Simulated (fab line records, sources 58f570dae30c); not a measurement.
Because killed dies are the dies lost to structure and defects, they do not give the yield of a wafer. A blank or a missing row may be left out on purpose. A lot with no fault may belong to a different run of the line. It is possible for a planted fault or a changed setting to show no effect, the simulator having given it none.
Which tool is to blame? / flow berkeleyCmos170 / Sampling: 6 lots, 18 wafers, 2 of 331 route steps

== WHAT THE GAUGES SHOWED, per wafer ==
UCB170_M2_RS_MEAS_02: uses a four-point probe to measure.
lot=L609; measured=day 9 15:17; on=filmMetro-04; M2_AL_RS (ohm/sq)=0.0325 0.0322 0.0323
lot=L611; measured=day 10 11:23; on=filmMetro-02; M2_AL_RS (ohm/sq)=0.0327 0.0323 0.0323
lot=L619; measured=day 12 01:21; on=filmMetro-01; M2_AL_RS (ohm/sq)=0.0391 0.0317 0.0319
lot=L620; measured=day 12 11:49; on=filmMetro-01; M2_AL_RS (ohm/sq)=0.0319 0.0321 0.0324
lot=L625; measured=day 12 18:20; on=filmMetro-02; M2_AL_RS (ohm/sq)=0.0324 0.0326 0.0326
lot=L629; measured=day 13 17:32; on=filmMetro-01; M2_AL_RS (ohm/sq)=0.0317 0.0312 0.0316

== TOOL THAT RAN EACH LOT (tool first, then ch and the chambers of the sampled wafers, then the start) ==
lot=L609; UCB170_M2_SPUTTER_01=pvdSputter-02, day 9 15:12
lot=L611; UCB170_M2_SPUTTER_01=pvdSputter-01, day 10 11:17
lot=L619; UCB170_M2_SPUTTER_01=pvdSputter-02, day 12 01:16
lot=L620; UCB170_M2_SPUTTER_01=pvdSputter-04, day 12 11:43
lot=L625; UCB170_M2_SPUTTER_01=pvdSputter-04, day 12 18:13
lot=L629; UCB170_M2_SPUTTER_01=pvdSputter-01, day 13 17:27
- UCB170_M2_SPUTTER_01: material Al, target thk 900 nm, time 120 s.

== THE ANSWER, worked out from the rows above alone ==
Rule: what is usual is taken from the lots themselves. Put in order of their means at a reading, lots are off if they are a third of the lots or fewer, leave a main group of 4 or more, and stand apart from it by a gap of 3 or more times the standard deviation of the main group's means; of several such gaps the widest counts. Not used: any main group whose means are identical at the precision the tables above print for the reading. A lot without any number at a reading at which 4 lots or more have one is off too. The other lots that the step has rows for count as sound.
Off: at UCB170_M2_RS_MEAS_02 (M2_AL_RS), L619. The main group: mean 0.0322 ohm/sq, standard deviation 0.00037.
If a tool, at a process step before that reading, ran all the lots that are off and no sound lot after the first of them, it fits. Gauges at UCB170_M2_RS_MEAS_02: tried the same way as those tools. One candidate fits, namely pvdSputter-02 at UCB170_M2_SPUTTER_01. Its last sound lot is L609 (day 9 15:12), its first lot that is off L619 (day 12 01:16): a fault that began between those two fits.

== WHAT THE SIMULATOR HAD INSERTED ==
Site profile drift: pvdSputter-02, from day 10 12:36 on, at UCB170_M2_SPUTTER_01. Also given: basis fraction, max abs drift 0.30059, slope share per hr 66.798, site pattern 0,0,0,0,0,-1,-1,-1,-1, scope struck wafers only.
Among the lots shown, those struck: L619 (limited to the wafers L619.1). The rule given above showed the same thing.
